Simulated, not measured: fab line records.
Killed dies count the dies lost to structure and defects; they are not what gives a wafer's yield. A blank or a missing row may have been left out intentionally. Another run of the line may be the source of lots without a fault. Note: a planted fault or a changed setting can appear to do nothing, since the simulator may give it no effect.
fab line records ; flow berkeley_cmos170
[record] lots = 15; wafers = 45; last_day = 12
route steps=331 shown PWELL@47 SDANNEAL@204 CONTACT@218
lots untouched by any fault: they come from a run of this same line in which no faults occurred
start_h: hours from the record's first day to the start of the lot's first wafer shown ; wait_h: hours from the lot's prior step to this one ; " same as the row above ; L1.1+2: a row that stands for several wafers ; - either no value or no given start ; * or withheld: withheld ; < > ~ a bound
route shown NAME@n: names a module that has steps shown in the file, with the first one's number in the route ; usual: mean/standard deviation of fault-free wafers ; same: alike in all rows ; chamber/n: place in a boat ; sites: the reading at each site ; _std_site: standard deviation across them ; _edge_site: mean of outer sites minus mean of inner sites ; radius_mm: for every site, how far away it sits from the centre of the wafer ; mask NAME#n: copy n ; behind: the last tool/chamber to shape the wafer ; hold: what put the lot on hold/how long, in hours/how the hold closed ; device: transistor that didn't switch, given as n, p or np ; end of line: the route-end tests of the same wafers ; for a step that has no rows: nothing shown but its recipe ; killed: count of dies lost to structure and defects at first sort (not the wafer's yield) ; map: per-die view of a wafer (x killed, . not killed, _ where there is no die)
set.NAME: setting as actually run; set.NAME@STEP: the setting as run at that earlier step ; model.NAME: the simulator's own value behind a step, which no gauge read
one table for each step of the route and one row for each wafer, over a sample of lots
services: a tool's chamber out of use, with start hour (start_h, from the record's first day; less than 0 if before it), hours out, and reason
[[steps]]
[step UCB170_PWELL_OVL_MEAS_13]
[usual] PWELL_OVL = -4/6.3
lot.wafer;tool;chamber;start_h;wait_h;PWELL_OVL[nm]
L652.2;overlay-02;-;46.69;-;0
L652.3;overlay-02;-;46.69;-;-12
L652.5;overlay-02;-;46.69;-;-9
L653.2;overlay-01;-;61.25;-;-5
L653.4;overlay-01;-;61.25;-;-6
L653.6;overlay-01;-;61.25;-;-2
L656.1;overlay-01;-;68.36;-;0
L656.2;overlay-01;-;68.36;-;-6
L656.3;overlay-01;-;68.36;-;-4
L657.2;overlay-01;-;78.55;-;-10
L657.4;overlay-01;-;78.55;-;-11
L657.5;overlay-01;-;78.55;-;-6
L658.3;overlay-01;-;82.26;-;-7
L658.4;overlay-01;-;82.26;-;-3
L658.6;overlay-01;-;82.26;-;-8
L660.1;overlay-01;-;85.42;-;-6
L660.2;overlay-01;-;85.42;-;-13
L660.5;overlay-01;-;85.42;-;-16
L661.1;overlay-01;-;93.34;-;-10
L661.3;overlay-01;-;93.34;-;-10
L661.5;overlay-01;-;93.34;-;-9
L666.2;overlay-01;-;121.08;-;0
L666.3;overlay-01;-;121.08;-;-5
L666.6;overlay-01;-;121.08;-;1
L667.1;overlay-01;-;121.35;-;1
L667.3;overlay-01;-;121.35;-;-8
L667.6;overlay-01;-;121.35;-;-5
L670.2;overlay-01;-;135.20;-;-1
L670.4;overlay-01;-;135.20;-;-4
L670.6;overlay-01;-;135.20;-;-6
L669.1;overlay-01;-;135.38;-;-15
L669.2;overlay-01;-;135.38;-;1
L669.5;overlay-01;-;135.38;-;-2
L672.4;overlay-02;-;149.37;-;-2
L672.5;overlay-02;-;149.37;-;-3
L672.6;overlay-02;-;149.37;-;1
L671.1;overlay-02;-;149.53;-;-1
L671.2;overlay-02;-;149.53;-;-3
L671.3;overlay-02;-;149.53;-;4
L673.2;overlay-02;-;154.08;-;-1
L673.3;overlay-02;-;154.08;-;-10
L673.4;overlay-02;-;154.08;-;-8
L674.3;overlay-02;-;165.20;-;0
L674.5;overlay-02;-;165.20;-;-9
L674.6;overlay-02;-;165.20;-;-1
[step UCB170_SDANNEAL_RTA_00]
[recipe] temp_c = 900; time_s = 10; ambient = N2
[usual] anneal_temp_c_max = 903.4/0.8; chamber_o2_ppm = 2.004/0.02; lamp_power_pct = 22.6/2.8; wafer_temp_C_max = 904.5/2.1
lot.wafer;tool;chamber;start_h;wait_h;anneal_temp_c_max;chamber_o2_ppm;lamp_power_pct;wafer_temp_C_max
L652.2;rtp_anneal-02;0;143.49;0.0;903.8;2.035;20.0;902.3
L652.3;rtp_anneal-02;0;143.49;0.0;905.1;1.978;20.0;902.7
L652.5;rtp_anneal-02;0;143.49;0.0;904.5;2.000;20.0;903.1
L653.2;rtp_anneal-02;0;155.27;0.0;903.3;2.025;20.0;902.9
L653.4;rtp_anneal-02;0;155.27;0.0;903.4;2.010;20.0;901.7
L653.6;rtp_anneal-02;0;155.27;0.0;903.1;1.994;20.0;902.7
L656.1;rtp_anneal-02;0;160.94;0.0;904.6;2.014;20.0;902.5
L656.2;rtp_anneal-02;0;160.94;0.0;903.1;2.011;20.0;902.5
L656.3;rtp_anneal-02;0;160.94;0.0;903.3;2.007;20.0;902.8
L657.2;rtp_anneal-01;0;161.62;0.0;902.8;2.039;25.7;905.4
L657.4;rtp_anneal-01;0;161.62;0.0;903.5;1.977;25.6;906.0
L657.5;rtp_anneal-01;0;161.62;0.0;904.3;2.000;25.7;906.0
L658.3;rtp_anneal-01;0;170.83;0.0;903.1;1.957;25.7;907.6
L658.4;rtp_anneal-01;0;170.83;0.0;902.9;2.013;25.7;906.4
L658.6;rtp_anneal-01;0;170.83;0.0;903.5;1.958;25.6;907.8
L660.1;rtp_anneal-02;0;171.75;0.0;903.7;1.960;20.0;902.6
L660.2;rtp_anneal-02;0;171.75;0.0;903.0;1.991;20.0;903.4
L660.5;rtp_anneal-02;0;171.75;0.0;904.8;1.988;20.0;901.6
L661.1;rtp_anneal-02;0;187.39;0.0;905.3;2.005;20.0;901.9
L661.3;rtp_anneal-02;0;187.39;0.0;903.2;2.016;20.0;902.4
L661.5;rtp_anneal-02;0;187.39;0.0;904.4;1.979;20.0;902.7
L666.2;rtp_anneal-02;-;223.20;0.0;-;-;-;-
L666.3;rtp_anneal-02;-;223.20;0.0;-;-;-;-
L666.6;rtp_anneal-02;-;223.20;0.0;-;-;-;-
L667.1;rtp_anneal-02;-;224.37;0.0;-;-;-;-
L667.3;rtp_anneal-02;-;224.37;0.0;-;-;-;-
L667.6;rtp_anneal-02;-;224.37;0.0;-;-;-;-
L669.1;rtp_anneal-02;-;238.47;0.0;-;-;-;-
L669.2;rtp_anneal-02;-;238.47;0.0;-;-;-;-
L669.5;rtp_anneal-02;-;238.47;0.0;-;-;-;-
L670.2;rtp_anneal-01;0;239.11;0.0;902.8;2.019;25.6;908.2
L670.4;rtp_anneal-01;0;239.11;0.0;902.5;2.004;25.7;906.7
L670.6;rtp_anneal-01;0;239.11;0.0;903.2;2.004;25.6;905.4
L672.4;rtp_anneal-01;0;251.69;0.0;902.8;2.014;25.6;905.8
L672.5;rtp_anneal-01;0;251.69;0.0;902.0;1.991;25.7;905.7
L672.6;rtp_anneal-01;0;251.69;0.0;903.8;2.025;25.7;907.2
L671.1;rtp_anneal-02;0;252.01;0.0;904.6;2.026;20.0;902.6
L671.2;rtp_anneal-02;0;252.01;0.0;902.6;2.006;20.0;903.4
L671.3;rtp_anneal-02;0;252.01;0.0;904.4;2.049;20.0;903.6
L673.2;rtp_anneal-01;0;254.26;0.0;902.3;1.998;25.7;905.3
L673.3;rtp_anneal-01;0;254.26;0.0;902.8;1.978;25.7;906.6
L673.4;rtp_anneal-01;0;254.26;0.0;902.7;1.969;25.6;906.8
L674.3;rtp_anneal-02;0;261.03;0.0;903.6;2.016;20.0;903.1
L674.5;rtp_anneal-02;0;261.03;0.0;903.0;2.006;20.0;903.2
L674.6;rtp_anneal-02;0;261.03;0.0;902.7;1.983;20.0;903.4
[step UCB170_CONTACT_THK_MEAS_02]
[recipe] reads = PSG_of_CONTACT_CVD_01
[usual] CONTACT_PSG_THK = 700/8.2
lot.wafer;tool;chamber;start_h;wait_h;CONTACT_PSG_THK[nm]
L652.2;film_metro-02;-;147.27;0.0;705
L652.3;film_metro-02;-;147.27;0.0;697
L652.5;film_metro-02;-;147.27;0.0;695
L653.2;film_metro-01;-;159.10;0.0;689
L653.4;film_metro-01;-;159.10;0.0;688
L653.6;film_metro-01;-;159.10;0.0;687
L656.1;film_metro-01;-;164.82;0.0;700
L656.2;film_metro-01;-;164.82;0.0;699
L656.3;film_metro-01;-;164.82;0.0;700
L657.2;film_metro-04;-;166.58;0.0;702
L657.4;film_metro-04;-;166.58;0.0;704
L657.5;film_metro-04;-;166.58;0.0;703
L658.3;film_metro-01;-;173.80;0.0;690
L658.4;film_metro-01;-;173.80;0.0;700
L658.6;film_metro-01;-;173.80;0.0;697
L660.1;film_metro-02;-;175.56;0.0;706
L660.2;film_metro-02;-;175.56;0.0;706
L660.5;film_metro-02;-;175.56;0.0;706
L661.1;film_metro-01;-;190.38;0.1;703
L661.3;film_metro-01;-;190.38;0.1;701
L661.5;film_metro-01;-;190.38;0.1;703
L670.2;film_metro-04;-;243.92;0.0;697
L670.4;film_metro-04;-;243.92;0.0;698
L670.6;film_metro-04;-;243.92;0.0;706
L672.4;film_metro-01;-;254.62;0.0;708
L672.5;film_metro-01;-;254.62;0.0;706
L672.6;film_metro-01;-;254.62;0.0;708
L671.1;film_metro-02;-;255.54;0.0;678
L671.2;film_metro-02;-;255.54;0.0;690
L671.3;film_metro-02;-;255.54;0.0;685
L673.2;film_metro-04;-;258.32;0.0;716
L673.3;film_metro-04;-;258.32;0.0;713
L673.4;film_metro-04;-;258.32;0.0;713
L674.3;film_metro-01;-;266.37;0.0;686
L674.5;film_metro-01;-;266.37;0.0;693
L674.6;film_metro-01;-;266.37;0.0;691
[step UCB170_CONTACT_STRIP_06]
[recipe] chemistry = O2; power_w = 400; pressure_mtorr = 3500; platen_temp_c = withheld; o2_flow_sccm = 400; overash_fraction = 0.5
[usual] drypump_motor_current_A = 5.7/0.43; oes_product_au = 0.734/0.0048; strip_time_to_endpoint_s = 22.00/0.086
lot.wafer;tool;chamber;start_h;wait_h;drypump_motor_current_A;oes_product_au;rf_hours_counter_h;strip_time_to_endpoint_s
L652.2;plasma_asher-01;0;148.08;0.1;6.1;0.731;49;22.12
L652.3;plasma_asher-01;0;148.08;0.1;6.1;0.738;-;22.06
L652.5;plasma_asher-01;1;148.08;0.1;6.1;0.738;-;22.14
L653.2;plasma_asher-01;1;159.82;0.1;6.1;0.741;50;22.00
L653.4;plasma_asher-01;1;159.82;0.1;6.1;0.741;-;22.01
L653.6;plasma_asher-01;0;159.82;0.1;6.1;0.742;-;21.99
L656.1;plasma_asher-03;0;165.36;0.1;5.0;0.732;5;22.02
L656.2;plasma_asher-03;1;165.36;0.1;6.2;0.733;5;22.03
L656.3;plasma_asher-03;1;165.36;0.1;6.2;0.733;-;22.05
L657.2;plasma_asher-04;1;167.49;0.1;5.3;0.741;41;22.12
L657.4;plasma_asher-04;1;167.49;0.1;5.3;0.737;-;22.12
L657.5;plasma_asher-04;1;167.49;0.1;5.3;0.734;-;22.15
L658.3;plasma_asher-01;1;174.32;0.1;6.1;0.732;-;22.01
L658.4;plasma_asher-01;0;174.32;0.1;6.1;0.741;-;22.06
L658.6;plasma_asher-01;0;174.32;0.1;6.1;0.749;-;22.08
L660.1;plasma_asher-01;0;176.07;0.1;6.0;0.739;52;22.10
L660.2;plasma_asher-01;1;176.07;0.1;6.1;0.733;52;22.02
L660.5;plasma_asher-01;0;176.07;0.1;6.1;0.724;-;22.06
L661.1;plasma_asher-04;0;191.11;0.1;5.6;0.734;43;21.92
L661.3;plasma_asher-04;0;191.11;0.1;5.6;0.733;-;21.88
L661.5;plasma_asher-04;1;191.11;0.1;5.3;0.733;-;21.92
L670.2;plasma_asher-01;0;245.18;0.1;6.1;0.732;59;21.94
L670.4;plasma_asher-01;0;245.18;0.1;6.1;0.731;-;22.01
L670.6;plasma_asher-01;0;245.18;0.1;6.1;0.734;-;21.90
L672.4;plasma_asher-01;1;255.14;0.1;6.1;0.737;-;21.87
L672.5;plasma_asher-01;0;255.14;0.1;6.1;0.747;-;21.96
L672.6;plasma_asher-01;1;255.14;0.1;6.1;0.726;-;21.83
L671.1;plasma_asher-04;1;256.43;0.1;5.3;0.734;50;22.07
L671.2;plasma_asher-04;0;256.43;0.1;5.5;0.734;50;22.16
L671.3;plasma_asher-04;0;256.43;0.1;5.6;0.740;-;22.03
L673.2;plasma_asher-04;0;258.98;0.1;5.6;0.729;51;21.91
L673.3;plasma_asher-04;1;258.98;0.1;5.3;0.740;-;21.92
L673.4;plasma_asher-04;0;258.98;0.1;5.5;0.743;-;21.96
L674.3;plasma_asher-04;0;267.40;0.1;5.5;0.725;-;21.98
L674.5;plasma_asher-04;1;267.40;0.1;5.3;0.729;-;21.99
L674.6;plasma_asher-04;0;267.40;0.1;5.6;0.738;-;22.01
[[services]]
tool;chamber;start_h;hours;kind
plasma_asher-03;-;248.39;6.6;repair
plasma_asher-01;-;249.16;1.2;repair
plasma_asher-03;-;250.81;5.1;repair
plasma_asher-03;-;257.91;1.4;repair
plasma_asher-01;-;258.21;0.9;repair
[[key]]
[first_sign] step = UCB170_SDANNEAL_RTA_00; reading = tool_record; direction = missing
effect none on later readings
met_at UCB170_SDANNEAL_RTA_00
struck_lots L666,L667,L669
later_rows_left_out L666.2,L666.3,L666.6,L667.1,L667.3,L667.6,L669.1,L669.2,L669.5
sort_left_out L666.2,L666.3,L666.6,L667.1,L667.3,L667.6,L669.1,L669.2,L669.5
tester_left_out L666,L667,L669
not_acting_at UCB170_PWELL_OVL_MEAS_13,UCB170_CONTACT_THK_MEAS_02,UCB170_CONTACT_STRIP_06
onset_between 187.39 223.20
[fault] kind = skipped_step_whole; tool = rtp_anneal-02; chamber = -; onset_h = 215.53; steps = UCB170_SDANNEAL_RTA_00; scope = struck_lots_only
// tester_left_out: of these lots the tester's yield and bins aren't shown, on N5 and GAA mostly nor the transistor test; their killed dies are dies lost to structure and defects alone, not to doping, threshold or leakage, so they don't give the yield
// sort_left_out: the simulated sort isn't trusted on such a fault, so these wafers' sort isn't shown, and their yield isn't known
// later_rows_left_out: the simulator's readings of these wafers behind a module that went badly wrong aren't trusted and aren't shown, but for the sort
